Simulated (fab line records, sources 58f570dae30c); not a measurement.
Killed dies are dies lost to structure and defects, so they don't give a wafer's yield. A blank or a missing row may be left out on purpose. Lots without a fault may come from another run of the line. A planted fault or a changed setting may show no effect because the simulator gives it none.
Which tool did it? | flow berkeley_cmos170 | 7 lots, 21 wafers sampled, at 3 steps of a route of 331

WHAT THE GAUGES READ, wafer by wafer
UCB170_SDANNEAL_RS_MEAS_05: measures by four-point-probe.
lot  | measured     | on            | NLDD_RS (ohm/sq)
L953 | day 7 07:24  | film_metro-02 | 615.2 616.6 615.4
L956 | day 7 16:22  | film_metro-02 | 617.7 617.7 616.8
L957 | day 8 05:27  | film_metro-04 | 616.7 615.0 617.5
L962 | day 8 21:00  | film_metro-04 | 616.6 617.9 617.8
L968 | day 10 12:56 | film_metro-01 | 665.4 666.5 665.7
L972 | day 11 14:32 | film_metro-01 | 614.7 616.3 617.2
L974 | day 11 14:59 | film_metro-01 | 617.3 618.9 618.3

WHICH TOOL RAN EACH LOT (tool, then ch and the chambers of the sampled wafers, then the start)
lot  | UCB170_ACTIVE_ETCH_15             | UCB170_NLDD_IMPLANT_08
L953 | rie_diel-04 ch 2,3, day 4 14:15   | implanter-03 ch 0, day 6 21:59
L956 | rie_diel-04 ch 1,2, day 5 03:40   | implanter-01 ch 0, day 7 05:56
L957 | rie_diel-04 ch 0,2,3, day 5 18:34 | implanter-03 ch 0, day 7 17:22
L962 | rie_diel-03 ch 0,1,3, day 6 16:46 | implanter-01 ch 0, day 8 12:10
L968 | rie_diel-04 ch 0,2, day 8 01:17   | implanter-03 ch 0, day 9 23:52
L972 | rie_diel-04 ch 1,2,3, day 8 19:59 | implanter-04 ch 0, day 10 22:46
L974 | rie_diel-01 ch 0,1,2, day 8 20:32 | implanter-04 ch 0, day 11 00:10
- UCB170_ACTIVE_ETCH_15: etches Si3N4 in CH3F/Ar/O2, stops on SiO2, target depth 242 nm, time 151 s.
- UCB170_NLDD_IMPLANT_08

THE ANSWER, worked out from the rows above alone
Rule: what is usual is taken from the lots themselves. Put in order of their means at a reading, lots are off if they are a third of the lots or fewer, leave a main group of 4 or more, and stand apart from it by a gap of 3 or more times the standard deviation of the main group's means; of several such gaps the widest counts. A main group whose means are all the same, to the digits that the tables above print for the reading, isn't used. A lot without any number at a reading at which 4 lots or more have one is off too. The other lots that the step has rows for count as sound.
Off: L968, at UCB170_SDANNEAL_RS_MEAS_05 (NLDD_RS). The main group: mean 616.9 ohm/sq, standard deviation 0.86.
A tool fits if, at a process step before that reading, it ran every lot that is off, and no sound lot after the first of them. The gauges at UCB170_SDANNEAL_RS_MEAS_05 are tried like those tools. One fits: implanter-03 at UCB170_NLDD_IMPLANT_08. Its last sound lot is L957 (day 7 17:22), its first lot that is off L968 (day 9 23:52): a fault that began between those two fits.

WHAT THE SIMULATOR HAD PUT IN
Process parameter drift: implanter-03, from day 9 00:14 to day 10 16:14, at UCB170_NLDD_IMPLANT_08. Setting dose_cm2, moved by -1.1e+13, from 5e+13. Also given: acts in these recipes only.
Lots struck among those shown: L968. The rule above found the same.
